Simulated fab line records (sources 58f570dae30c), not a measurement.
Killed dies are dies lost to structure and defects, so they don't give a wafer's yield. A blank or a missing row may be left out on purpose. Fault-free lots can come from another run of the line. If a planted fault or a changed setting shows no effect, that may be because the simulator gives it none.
Chamber matching    flow berkeley-cmos170    UCB170_V1_CMP_02 on cmp-02 has 4 sister chambers
The step polishes SiO2. 14 wafers are shown with their chamber, then 7 later ones without.

## WAFERS PAIRED WITH THEIR CHAMBERS
wafer   chamber  motor-current-A (A)  edge-zone-pressure-frac
L494.1  0        15.4                 1.002
L494.3  3        17.3                 0.996
L494.6  2        14.1                 1.001
L499.1  0        16.4                 1.002
L499.4  1        15.6                 1.001
L499.5  3        17.4                 0.999
L502.3  3        17.3                 0.998
L502.4  0        15.9                 1.011
L502.6  2        15.6                 1.006
L504.2  1        15.2                 0.996
L504.5  3        16.7                 0.990
L504.6  2        15.6                 1.004
L513.1  2        16.0                 1.000
L513.2  0        16.7                 0.997

SIGNATURES (means of the wafers above)
reading                  chamber 0  chamber 1  chamber 2  chamber 3  scatter within a chamber
motor-current-A          16.100     15.400     15.325     17.175     0.589
edge-zone-pressure-frac  1.00300    0.99850    1.00275    0.99575    0.00431
Rule: for a wafer and a chamber, the distance is found by dividing, reading by reading, the gap between the wafer's reading and the chamber's mean by the reading's scatter, squaring, summing and taking the root. If the next closest chamber is less than 2 further off than the closest, the wafer can't be placed; otherwise it belongs to the closest. The scatter: take each reading less its chamber's mean, square it, sum over the shown wafers, divide by the number of wafers less the number of chambers, and take the root.

## WAFERS MISSING THEIR CHAMBER
wafer   motor-current-A (A)  edge-zone-pressure-frac
L513.5  15.8                 0.993
L515.3  17.1                 1.007
L515.5  15.8                 1.004
L515.6  14.3                 1.002
L516.4  15.7                 1.000
L516.5  15.1                 0.993
L516.6  14.8                 0.993

## CHAMBER TAKEN BY EACH
wafer   from the rows above                in truth
L513.5  can't be placed: 1 or 0 or 2 or 3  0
L515.3  can't be placed: 0 or 3 or 2 or 1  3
L515.5  can't be placed: 0 or 2 or 1       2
L515.6  can't be placed: 2 or 1 or 0       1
L516.4  can't be placed: 1 or 2 or 0       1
L516.5  can't be placed: 1 or 2 or 0       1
L516.6  can't be placed: 1 or 2 or 0       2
Placed correctly: 0 of 7. Can't be placed from these rows: 7 (the true chamber is among the candidates in 7). 0 placed wrongly.
